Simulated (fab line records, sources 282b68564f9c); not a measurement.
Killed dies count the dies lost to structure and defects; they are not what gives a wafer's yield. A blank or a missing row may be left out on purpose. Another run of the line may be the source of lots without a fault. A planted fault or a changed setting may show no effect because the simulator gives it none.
Commonality check across tools | flow rit cmos | Sample size 14 lots and 42 wafers

## WHY IT WAS OPENED
Flagged at RIT_M1_CD_MEAS_09: reading cd nm, on 2 of 14 lots. Wafers without a fault read 2601.0 nm, standard deviation 2.1.
Rule: a lot gets a flag if all its wafers with a number sit over 4 standard deviations from that mean, or if no wafer of it has a number. As for the other lots, they are considered sound.

lot  | measured    | on        | cd nm (nm), wafer by wafer | flag
L620 | day 3 07:32 | cd sem-01 | 2603.0 2603.9 2602.1       |
L623 | day 3 21:53 | cd sem-01 | 2599.3 2596.8 2598.6       |
L624 | day 4 03:53 | cd sem-01 | 2598.6 2599.4 2599.1       |
L625 | day 4 11:33 | cd sem-01 | 2599.5 2600.5 2601.4       |
L626 | day 4 13:04 | cd sem-01 | 2601.6 2600.0 2599.9       |
L627 | day 4 17:47 | cd sem-01 | 2599.7 2600.3 2600.3       |
L630 | day 5 08:14 | cd sem-01 | 2604.7 2600.5 2603.9       |
L631 | day 5 14:34 | cd sem-01 | 2600.5 2601.1 2600.0       |
L632 | day 5 18:19 | cd sem-01 | 2602.4 2600.3 2601.3       |
L636 | day 6 15:19 | cd sem-01 | 2572.4 2573.3 2574.5       | FLAGGED
L637 | day 6 21:47 | cd sem-01 | 2574.2 2576.7 2576.4       | FLAGGED
L640 | day 7 11:18 | cd sem-02 | 2601.1 2601.7 2601.7       |
L641 | day 7 14:42 | cd sem-02 | 2600.6 2602.7 2603.4       |
L643 | day 8 02:23 | cd sem-01 | 2602.9 2604.1 2603.1       |
Average over the flagged lots: 2574.6 nm; offset from the usual -26.4 nm, equal to -13 standard deviations.

## TOOL THAT RAN EACH LOT
3 process steps preceding the reading are held in the record, out of 202 steps in the route. In each cell: the tool, then ch and the chambers that the sampled wafers went through, then the start.
lot  | flag    | RIT_PRETRO_STRIP_09                 | RIT_PSD_STRIP_09                    | RIT_M1_COAT_04
L620 |         | plasma asher-01 ch 0,1, day 2 07:58 | plasma asher-01 ch 0,1, day 3 02:11 | litho track-03 ch 0, day 3 06:41
L623 |         | plasma asher-04 ch 0,1, day 2 22:05 | plasma asher-01 ch 0,1, day 3 16:24 | litho track-01 ch 0, day 3 21:02
L624 |         | plasma asher-03 ch 0,1, day 3 04:22 | plasma asher-01 ch 0,1, day 3 22:24 | litho track-04 ch 0, day 4 03:10
L625 |         | plasma asher-03 ch 0,1, day 3 09:34 | plasma asher-03 ch 0,1, day 4 05:43 | litho track-03 ch 0, day 4 10:42
L626 |         | plasma asher-01 ch 0,1, day 3 14:46 | plasma asher-03 ch 0,1, day 4 07:42 | litho track-04 ch 0, day 4 12:20
L627 |         | plasma asher-01 ch 0,1, day 3 17:50 | plasma asher-02 ch 0,1, day 4 12:33 | litho track-01 ch 0, day 4 17:04
L630 |         | plasma asher-04 ch 0,1, day 4 09:53 | plasma asher-02 ch 1, day 5 02:46   | litho track-01 ch 0, day 5 07:31
L631 |         | plasma asher-03 ch 0,1, day 4 15:10 | plasma asher-03 ch 0,1, day 5 09:04 | litho track-04 ch 0, day 5 13:43
L632 |         | plasma asher-03 ch 0,1, day 4 20:07 | plasma asher-01 ch 0,1, day 5 12:48 | litho track-04 ch 0, day 5 17:35
L636 | FLAGGED | plasma asher-01 ch 0,1, day 5 15:46 | plasma asher-02 ch 0,1, day 6 09:45 | litho track-04 ch 0, day 6 14:25
L637 | FLAGGED | plasma asher-04 ch 0,1, day 5 22:22 | plasma asher-03 ch 1, day 6 16:28   | litho track-04 ch 0, day 6 21:00
L640 |         | plasma asher-04 ch 0,1, day 6 12:19 | plasma asher-01 ch 0,1, day 7 05:41 | litho track-01 ch 0, day 7 10:28
L641 |         | plasma asher-04 ch 0,1, day 6 16:19 | plasma asher-03 ch 0,1, day 7 09:11 | litho track-03 ch 0, day 7 13:58
L643 |         | plasma asher-04 ch 0,1, day 7 02:41 | plasma asher-01 ch 0,1, day 7 20:55 | litho track-03 ch 0, day 8 01:32
What the steps here do:
- RIT_PRETRO_STRIP_09: strips in O2, time 180 s.
- RIT_PSD_STRIP_09: strips in O2, time 180 s.
- RIT_M1_COAT_04: resist thk 1300 nm.
- RIT_M1_CD_MEAS_09: target cd 2600 nm.

## FLAGGED OVER TOTAL, TOOL BY TOOL (the gauges that took the reading come last)
step                | tool            | lots run | flagged | share of the flagged lots | sound lots run after its first flagged lot
RIT_PRETRO_STRIP_09 | plasma asher-01 | 4        | 1       | some                      | 0
RIT_PRETRO_STRIP_09 | plasma asher-03 | 4        | 0       | none                      | -
RIT_PRETRO_STRIP_09 | plasma asher-04 | 6        | 1       | some                      | 3 (L640,L641,L643)
RIT_PSD_STRIP_09    | plasma asher-01 | 6        | 0       | none                      | -
RIT_PSD_STRIP_09    | plasma asher-02 | 3        | 1       | some                      | 0
RIT_PSD_STRIP_09    | plasma asher-03 | 5        | 1       | some                      | 1 (L641)
RIT_M1_COAT_04      | litho track-01  | 4        | 0       | none                      | -
RIT_M1_COAT_04      | litho track-03  | 4        | 0       | none                      | -
RIT_M1_COAT_04      | litho track-04  | 6        | 2       | all                       | 0
RIT_M1_CD_MEAS_09   | cd sem-01       | 12       | 2       | all                       | 1 (L643)
RIT_M1_CD_MEAS_09   | cd sem-02       | 2        | 0       | none                      | -

## WHAT IS ALLOWED BY THE TABLE
Every flagged lot went through 2 rows of the table: litho track-04 at RIT_M1_COAT_04 and cd sem-01 at RIT_M1_CD_MEAS_09.
- litho track-04 at RIT_M1_COAT_04: 2 of its 6 lots flagged. It ran its last sound lot, L632, at day 5 17:35 and its first flagged lot, L636, at day 6 14:25: a fault with its onset between the two fits.
- cd sem-01 at RIT_M1_CD_MEAS_09: 2 of its 12 lots flagged. Sound lots ran on it after the first flagged one (L643), which a lasting fault on the whole tool wouldn't allow.
Left over: one tool, litho track-04 at RIT_M1_COAT_04.

## WHAT HAD BEEN PUT IN BY THE SIMULATOR
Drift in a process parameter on litho track-04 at RIT_M1_COAT_04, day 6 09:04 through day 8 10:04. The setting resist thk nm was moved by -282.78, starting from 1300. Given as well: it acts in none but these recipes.
Lots struck among those shown: L636, L637. The same result came from the rule above.
